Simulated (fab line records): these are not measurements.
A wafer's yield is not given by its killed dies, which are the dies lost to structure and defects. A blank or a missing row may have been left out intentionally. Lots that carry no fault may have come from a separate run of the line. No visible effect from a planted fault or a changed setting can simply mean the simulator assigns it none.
2 desks, one fault ; flow berkeley-cmos170 ; each desk holds nothing but its own numbers, with what lay behind them at the end

## THE METROLOGY DESK
Lot by lot, what the gauges showed, no matter which tool ran the lot: averages of those sampled wafers that carry a number. Marked OUT: a lot whose mean sits more than 4 standard deviations from the usual mean, which makes it out of limits; the brackets give that distance.
Columns: A = PVT_OVL at UCB170_PVT_OVL_MEAS_06, usual -5 nm; B = PVT_TW at UCB170_PVT_TW_MEAS_09, usual 503; C = GATE_OXIDE_THK at UCB170_GATE_THK_MEAS_02, usual 6.65 nm
lot;first seen here;A;B;C
L651;day 5 17:36;-2;494;6.58
L650;day 5 17:46;-10;506;6.57
L649;day 5 17:59;-6;505;6.45
L652;day 5 18:10;-4;506;6.50
L655;day 6 16:08;-6;496;6.67
L656;day 6 17:08;-5;495;6.56
L658;day 7 07:44;-2;494;4.28 (-17) OUT
L657;day 7 08:17;-8;506;4.32 (-17) OUT
L659;day 7 10:28;-2;506;4.32 (-17) OUT
L660;day 7 10:58;-3;507;4.44 (-16) OUT
L663;day 8 07:23;-5;506;6.70
L664;day 8 08:13;-2;503;6.51
L665;day 8 08:17;-7;506;6.62
L667;day 9 11:28;-18;503;6.68
L672;day 10 08:28;2;500;6.47
L670;day 10 09:17;-7;507;6.56
Finding of this desk: L657, L658, L659, L660 out of limits, first seen on L657 at day 7 11:41 (GATE_OXIDE_THK at UCB170_GATE_THK_MEAS_02). In limits: L651, L650, L649, L652, L655, L656, L663, L664, L665, L667, L672, L670.

## TOOL OWNER'S DESK, furnace-03
The tool's own readings at UCB170_GATE_OXIDATION_01 (target thk 6.6 nm, ox time 1800 s): means of the sampled wafers that have a number, for each lot that ran on this tool. Marked OUT: a lot whose mean sits more than 4 standard deviations from the usual mean, which makes it out of limits; the brackets give that distance.
Columns: A = spike-tc-centre-C at UCB170_GATE_OXIDATION_01, usual 851.6 C; B = spike-tc-load-C at UCB170_GATE_OXIDATION_01, usual 872.5 C; C = spike-tc-source-C at UCB170_GATE_OXIDATION_01, usual 872 C; D = tube-center-temp-C at UCB170_GATE_OXIDATION_01, usual 850 C; E = tube_center_temp_C_max at UCB170_GATE_OXIDATION_01, usual 852.2; F = zone-power-load-pct at UCB170_GATE_OXIDATION_01, usual 21.7 %
lot;first seen here;A;B;C;D;E;F
L657;day 7 10:11;815.4 (-36) OUT;837.6 (-17) OUT;834 (-8.6) OUT;814 (-99 or more) OUT;815.6 (-99 or more) OUT;17.2
L658;day 7 10:11;815.4 (-36) OUT;837.2 (-17) OUT;834 (-8.6) OUT;813 (-99 or more) OUT;816.0 (-99 or more) OUT;17.2
L659;day 7 11:41;816.4 (-35) OUT;836.7 (-17) OUT;834 (-8.6) OUT;813 (-99 or more) OUT;815.6 (-99 or more) OUT;17.3
L660;day 7 11:41;814.7 (-37) OUT;836.1 (-17) OUT;833 (-8.9) OUT;814 (-99 or more) OUT;816.0 (-99 or more) OUT;17.1
This desk's verdict: out of limits on L657, L658, L659, L660, starting with L657 at day 7 10:11 (spike-tc-centre-C at UCB170_GATE_OXIDATION_01). In limits: none.

## TAKEN TOGETHER
An alarm could have come from the tool owner's desk at day 7 10:11, on L657, L658, L659, L660.
The metrology desk could have raised an alarm at day 7 11:41, on L657, L658, L659, L660.
UCB170_GATE_OXIDATION_01 was run on furnace-03 by each of the lots named.

## WHAT HAD BEEN PUT IN BY THE SIMULATOR
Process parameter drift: furnace-03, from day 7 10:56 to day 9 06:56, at UCB170_GATE_OXIDATION_01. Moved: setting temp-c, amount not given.
Lots struck among those shown: L657, L658, L659, L660.
